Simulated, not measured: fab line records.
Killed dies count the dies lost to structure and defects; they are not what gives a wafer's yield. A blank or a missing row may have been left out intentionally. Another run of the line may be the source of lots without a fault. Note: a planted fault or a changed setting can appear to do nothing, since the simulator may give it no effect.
Which of the tools did it?    flow berkeley_cmos170    48 wafers from 16 lots sampled at 2 of the route's 331 steps

== WHAT EACH GAUGE READ, for each wafer ==
UCB170_GATE_THK_MEAS_02. Usual: GATE_OXIDE_THK typically reads 6.79 nm, with standard deviation 0.12.
lot   measured      on             GATE_OXIDE_THK (nm)  flag
L975  day 6 23:43   film_metro-01  6.93 6.89 6.90       
L976  day 7 16:13   film_metro-04  6.92 6.75 6.83       
L977  day 7 16:13   film_metro-01  6.74 6.75 6.89       
L979  day 8 06:12   film_metro-03  6.93 6.79 6.79       
L980  day 8 06:12   film_metro-01  6.85 6.71 6.74       
L982  day 8 11:19   film_metro-04  6.70 6.78 6.80       
L984  day 8 21:55   film_metro-03  6.91 7.11 6.95       
L985  day 9 16:34   film_metro-01  7.05 7.04 6.95       
L986  day 9 16:33   film_metro-04  6.86 6.84 6.79       
L987  day 9 21:55   film_metro-04  6.74 6.66 6.88       
L989  day 10 12:57  film_metro-04  6.60 6.74 6.66       
L990  day 10 19:41  film_metro-03  5.48 5.38 5.44       OFF
L991  day 10 19:44  film_metro-03  5.62 5.56 5.53       OFF
L992  day 10 19:41  film_metro-04  5.64 5.69 5.59       OFF
L993  day 10 19:42  film_metro-01  5.46 5.48 5.46       OFF
L995  day 11 01:11  film_metro-03  6.76 6.88 6.80       

== WHICH TOOL RAN EACH LOT (tool, then ch and the chambers of the sampled wafers, then the start) ==
lot   UCB170_GATE_OXIDATION_01
L975  furnace-01 ch 0, day 6 22:13
L976  furnace-04 ch 0, day 7 14:43
L977  furnace-04 ch 0, day 7 14:43
L979  furnace-02 ch 0, day 8 04:42
L980  furnace-02 ch 0, day 8 04:42
L982  furnace-04 ch 0, day 8 09:49
L984  furnace-02 ch 0, day 8 20:24
L985  furnace-04 ch 0, day 9 15:03
L986  furnace-04 ch 0, day 9 15:03
L987  furnace-02 ch 0, day 9 20:25
L989  furnace-02 ch 0, day 10 11:26
L990  furnace-02 ch 0, day 10 18:11
L991  furnace-02 ch 0, day 10 18:11
L992  furnace-02 ch 0, day 10 18:11
L993  furnace-02 ch 0, day 10 18:11
L995  furnace-04 ch 0, day 10 23:40
- UCB170_GATE_OXIDATION_01: target thk 6.6 nm, ox time 1848 s.

== WHAT THE TOOLS THEMSELVES READ (means of the sampled wafers that have a number; where no wafer has one, the mark that the record gives instead) ==
UCB170_GATE_OXIDATION_01. Usual: spike_tc_centre_C 853.0 C, standard deviation 1.1; spike_tc_load_C 875.8 C, standard deviation 1.9; spike_tc_source_C 869.5 C, standard deviation 1.
lot   tool        spike_tc_centre_C (C)  spike_tc_load_C (C)  spike_tc_source_C (C)  flag
L975  furnace-01  852.4                  878.8                868.0                  
L976  furnace-04  852.3                  876.7                869.5                  
L977  furnace-04  853.0                  877.8                869.0                  
L979  furnace-02  853.9                  874.3                870.1                  
L980  furnace-02  854.4                  874.2                869.8                  
L982  furnace-04  854.3                  877.0                869.1                  
L984  furnace-02  853.9                  874.6                868.8                  
L985  furnace-04  853.1                  876.8                869.9                  
L986  furnace-04  852.6                  878.2                869.7                  
L987  furnace-02  851.9                  873.5                870.0                  
L989  furnace-02  853.9                  874.8                869.6                  
L990  furnace-02  838.1                  858.2                852.9                  OFF
L991  furnace-02  837.0                  858.7                852.5                  OFF
L992  furnace-02  837.3                  858.5                853.8                  OFF
L993  furnace-02  838.0                  857.8                853.1                  OFF
L995  furnace-04  851.2                  877.6                869.9                  

== THE ANSWER, worked out from the rows above alone ==
Rule: lot off if the mean of its wafers having a number is beyond 3 standard deviations from the usual mean. A lot without any number at a reading at which 4 lots or more have one is off too. All remaining lots with rows at the step are treated as sound. First the gauges in route order, then the tools' own readings, where a lot's mean is used as printed above. The first step at which some lot is off is used, and at that step the reading that is off furthest; a lot without a number counts as furthest.
Off: L990, L991, L992, L993, seen at UCB170_GATE_THK_MEAS_02 (GATE_OXIDE_THK).
A tool fits if, at a process step before that reading, it ran every lot that is off, and no sound lot after the first of them. Not tried: the gauges at UCB170_GATE_THK_MEAS_02; whatever is off there is also off at UCB170_GATE_OXIDATION_01, on other tools, and gauge error can't account for it. One fits: furnace-02 at UCB170_GATE_OXIDATION_01. Its last sound lot is L989 (day 10 11:26), its first lot that is off L990 (day 10 18:11): a fault that began between those two fits.
The tool's own readings at UCB170_GATE_OXIDATION_01 bear it out: on the lots that are off they differ by more than 5 times the standard deviation of the sound lots' means. spike_tc_centre_C reads 837.6 C there against 853.1 C on the sound lots; spike_tc_load_C reads 858.3 C there against 876.2 C on the sound lots; spike_tc_source_C reads 853.1 C there against 869.5 C on the sound lots.

== WHAT THE SIMULATOR HAD INSERTED ==
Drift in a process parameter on furnace-02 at UCB170_GATE_OXIDATION_01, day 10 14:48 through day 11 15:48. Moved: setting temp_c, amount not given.
Shown lots that were struck: L990, L992, L993, L991. The rule above reached the same finding.
